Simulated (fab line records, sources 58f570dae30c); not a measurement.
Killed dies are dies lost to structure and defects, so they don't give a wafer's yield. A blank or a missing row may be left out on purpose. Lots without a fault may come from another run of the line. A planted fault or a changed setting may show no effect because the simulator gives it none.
Split-lot experiment | flow berkeley_cmos170 | 5 lots, 23 wafers read, on a route of 331 steps

THE SPLIT
At UCB170_GATE_COAT_07 (resist thk 900 nm), the setting spin_rpm was moved away from the recipe's 1500 rpm on 6 of the 23 wafers read, by -3.1% to +4.1%. The other wafers ran this setting at the recipe's value.

The reading is taken at the split's own step.

THE READING
KrF_of_GATE_COAT_07.thk_nm (the simulator's own value, which no gauge read), in nm, at UCB170_GATE_COAT_07 (resist thk 900 nm). The file gives no usual value for it. The 17 wafers here that ran the recipe average 900.4 nm, standard deviation 2.2 nm.

wafer  | tool, chamber at the split | spin_rpm as run, rpm | against the recipe | KrF_of_GATE_COAT_07.thk_nm, nm | against lot-mates on the recipe
L075.1 | litho_track-02, 0          | 1500                 | recipe             | 903.7                          | -
L075.2 | litho_track-02, 0          | 1500                 | recipe             | 903.7                          | -
L075.3 | litho_track-02, 0          | 1500                 | recipe             | 903.2                          | -
L075.4 | litho_track-02, 0          | 1500                 | recipe             | 900.1                          | -
L075.5 | litho_track-02, 0          | 1500                 | recipe             | 899.2                          | -
L079.2 | litho_track-02, 0          | 1500                 | recipe             | 896.1                          | -
L079.3 | litho_track-02, 0          | 1562                 | +4.1%              | 881.8                          | -15.9
L079.4 | litho_track-02, 0          | 1500                 | recipe             | 899.3                          | -
L079.5 | litho_track-02, 0          | 1562                 | +4.1%              | 881.3                          | -16.4
L079.6 | litho_track-02, 0          | 1562                 | +4.1%              | 879.9                          | -17.8
L082.1 | litho_track-03, 0          | 1500                 | recipe             | 899.3                          | -
L082.2 | litho_track-03, 0          | 1500                 | recipe             | 903                            | -
L082.4 | litho_track-03, 0          | 1500                 | recipe             | 901.2                          | -
L082.5 | litho_track-03, 0          | 1500                 | recipe             | 900.1                          | -
L082.6 | litho_track-03, 0          | 1500                 | recipe             | 902.9                          | -
L083.1 | litho_track-02, 0          | 1500                 | recipe             | 899.3                          | -
L083.2 | litho_track-02, 0          | 1453                 | -3.1%              | 911.9                          | +13.1
L083.3 | litho_track-02, 0          | 1453                 | -3.1%              | 915.6                          | +16.8
L083.4 | litho_track-02, 0          | 1500                 | recipe             | 898.3                          | -
L083.6 | litho_track-02, 0          | 1453                 | -3.1%              | 913.4                          | +14.6
L084.1 | litho_track-02, 0          | 1500                 | recipe             | 898.9                          | -
L084.2 | litho_track-02, 0          | 1500                 | recipe             | 897.7                          | -
L084.5 | litho_track-02, 0          | 1500                 | recipe             | 900.4                          | -

THE FIT
A straight line over all 23 wafers: KrF_of_GATE_COAT_07.thk_nm changes by -4.51 nm for each +1% of spin_rpm; r = -0.97; the points scatter about the line by 2.1 nm.
The same after taking each lot's own level away (the mean of its wafers on the recipe; 23 wafers): -4.31 nm for each +1%; r = -0.98; scatter 1.6 nm.
On that fit, the largest move of spin_rpm shifts the reading by 18 nm.
The lots' own levels span 897.70 to 901.98 nm, that is 2.0 times the standard deviation above.
So the lot-to-lot level changes the slope little: the two slopes agree.
Check: with one of the wafers moved furthest among these (+4.1%) left out of the fit, the line predicts -18 nm for it against its lot-mates. It came out at -15.9 nm against them.

OTHER SPLITS ON THESE WAFERS
These wafers also went through other splits before the reading. Each is held against what the fit with the lots' levels taken away leaves over:
other split on the same wafers         | wafers away from the commonest value | r with KrF_of_GATE_COAT_07.thk_nm (lot level and that fit taken away)
UCB170_NWELL_CVD_04 temp_c             | 10                                   | -0.23
UCB170_NWELL_IMPLANT_14 dose_cm2       | 12                                   | +0.19
UCB170_ACTIVE_COAT_08 spin_rpm         | 6                                    | +0.13
UCB170_ACTIVE_PEB_11 peb_temp_c        | 4                                    | -0.21
UCB170_SCREENOX_OXIDATION_01 ox_time_s | 15                                   | -0.03
UCB170_NVT_COAT_01 spin_rpm            | 9                                    | +0.03
UCB170_PVT_IMPLANT_07 dose_cm2         | 7                                    | -0.16

THE FILE'S OWN FIT
KrF_of_GATE_COAT_07.thk_nm changes by -4.29 nm for each +1% of spin_rpm, r = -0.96.
